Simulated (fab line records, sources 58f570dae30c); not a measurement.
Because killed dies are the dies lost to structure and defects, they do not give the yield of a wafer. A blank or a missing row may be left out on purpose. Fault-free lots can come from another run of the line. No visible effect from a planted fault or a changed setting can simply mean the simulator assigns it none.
Check for tools in common | flow berkeleyCmos170 | Sample size 14 lots and 42 wafers

== WHY IT WAS OPENED ==
UCB170_M3_RS_MEAS_02, reading M3_AL_RS: flagged on 2 of 14 lots. Fault-free wafers read 0.03233 ohm/sq, with a standard deviation of 0.0003.
Rule: a lot gets a flag if all its wafers with a number sit over 4 standard deviations from that mean, or if no wafer of it has a number. As for the other lots, they are considered sound.

lot  | measured     | on           | M3_AL_RS (ohm/sq), wafer by wafer | flag
L219 | day 9 00:34  | filmMetro-02 | 0.03204 0.03246 0.03212           | 
L220 | day 9 14:43  | filmMetro-02 | 0.03219 0.0324 0.03242            | 
L223 | day 10 16:35 | filmMetro-01 | 0.03208 0.03249 0.03225           | 
L224 | day 10 16:52 | filmMetro-01 | 0.03225 0.03172 0.03221           | 
L221 | day 10 17:11 | filmMetro-03 | 0.03248 0.03227 0.03262           | 
L228 | day 12 09:22 | filmMetro-02 | 0.03269 0.03247 0.0323            | 
L231 | day 13 03:32 | filmMetro-02 | 0.04006 0.04016 0.03961           | FLAGGED
L232 | day 13 05:08 | filmMetro-03 | 0.03976 0.03982 0.03951           | FLAGGED
L234 | day 13 09:45 | filmMetro-01 | 0.03237 0.03253 0.03234           | 
L235 | day 13 11:56 | filmMetro-02 | 0.03189 0.03173 0.03159           | 
L236 | day 13 22:11 | filmMetro-01 | 0.0321 0.03215 0.0321             | 
L238 | day 14 15:01 | filmMetro-03 | 0.03196 0.03193 0.0317            | 
L239 | day 15 04:34 | filmMetro-03 | 0.0321 0.03209 0.03207            | 
L242 | day 15 06:16 | filmMetro-01 | 0.03227 0.03233 0.032             | 
Average over the flagged lots: 0.03982 ohm/sq; offset from the usual +0.00749 ohm/sq, equal to +25 standard deviations.

== TOOL THAT RAN EACH LOT ==
Before the reading, the record contains 2 process steps out of a 331-step route. In each cell: the tool, then ch and the chambers that the sampled wafers went through, then the start.
lot  | flag    | UCB170_CONTACT_RTA_08           | UCB170_M3_SPUTTER_01
L219 |         | rtpAnneal-02 ch 0, day 8 12:05  | pvdSputter-01, day 9 00:29
L220 |         | rtpAnneal-02 ch 0, day 9 02:16  | pvdSputter-01, day 9 14:36
L223 |         | rtpAnneal-01 ch 0, day 9 23:20  | pvdSputter-03, day 10 16:31
L224 |         | rtpAnneal-02 ch 0, day 9 23:44  | pvdSputter-01, day 10 16:47
L221 |         | rtpAnneal-02 ch 0, day 10 01:08 | pvdSputter-03, day 10 17:06
L228 |         | rtpAnneal-01 ch 0, day 11 14:33 | pvdSputter-03, day 12 09:17
L231 | FLAGGED | rtpAnneal-01 ch 0, day 12 12:19 | pvdSputter-03, day 13 03:27
L232 | FLAGGED | rtpAnneal-01 ch 0, day 12 13:41 | pvdSputter-03, day 13 05:02
L234 |         | rtpAnneal-01 ch 0, day 12 19:38 | pvdSputter-01, day 13 09:40
L235 |         | rtpAnneal-01 ch 0, day 12 19:42 | pvdSputter-04, day 13 11:52
L236 |         | rtpAnneal-02 ch 0, day 13 09:16 | pvdSputter-04, day 13 22:05
L238 |         | rtpAnneal-01 ch 0, day 13 20:07 | pvdSputter-04, day 14 14:56
L239 |         | rtpAnneal-01 ch 0, day 14 09:17 | pvdSputter-01, day 15 04:29
L242 |         | rtpAnneal-01 ch 0, day 14 11:04 | pvdSputter-01, day 15 06:11
What the steps here do:
- UCB170_CONTACT_RTA_08: time 10 s.
- UCB170_M3_SPUTTER_01: material Al, target thk 900 nm, time 120 s.
- UCB170_M3_RS_MEAS_02: measures by four-point-probe.

== FLAGGED OVER TOTAL, TOOL BY TOOL (the gauges that took the reading come last) ==
step                  | tool          | lots run | flagged | share of the flagged lots | sound lots run after its first flagged lot
UCB170_CONTACT_RTA_08 | rtpAnneal-01  | 9        | 2       | all                       | 5 (L234,L235,L238,L239,L242)
UCB170_CONTACT_RTA_08 | rtpAnneal-02  | 5        | 0       | none                      | -
UCB170_M3_SPUTTER_01  | pvdSputter-01 | 6        | 0       | none                      | -
UCB170_M3_SPUTTER_01  | pvdSputter-03 | 5        | 2       | all                       | 0
UCB170_M3_SPUTTER_01  | pvdSputter-04 | 3        | 0       | none                      | -
UCB170_M3_RS_MEAS_02  | filmMetro-01  | 5        | 0       | none                      | -
UCB170_M3_RS_MEAS_02  | filmMetro-02  | 5        | 1       | some                      | 1 (L235)
UCB170_M3_RS_MEAS_02  | filmMetro-03  | 4        | 1       | some                      | 2 (L238,L239)

== THE TABLE: WHAT IT ALLOWS ==
rtpAnneal-01 at UCB170_CONTACT_RTA_08 and pvdSputter-03 at UCB170_M3_SPUTTER_01 are the 2 rows of the table that ran each flagged lot.
- rtpAnneal-01 at UCB170_CONTACT_RTA_08 ran 9 lots, 2 of them flagged. Sound lots followed the first flagged one (L234, L235, L238, L239, L242) on it, something a lasting fault affecting the whole tool could not allow.
- pvdSputter-03 at UCB170_M3_SPUTTER_01 ran 5 lots, 2 of them flagged. A fault beginning between L228 (day 12 09:17), its last sound lot, and L231 (day 13 03:27), its first flagged one, fits the data.
pvdSputter-03 at UCB170_M3_SPUTTER_01 is the single tool remaining.

== WHAT THE SIMULATOR HAD INSERTED ==
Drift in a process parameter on pvdSputter-03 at UCB170_M3_SPUTTER_01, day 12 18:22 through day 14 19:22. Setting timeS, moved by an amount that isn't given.
Shown lots that were struck: L231, L232. Same finding as the rule above.
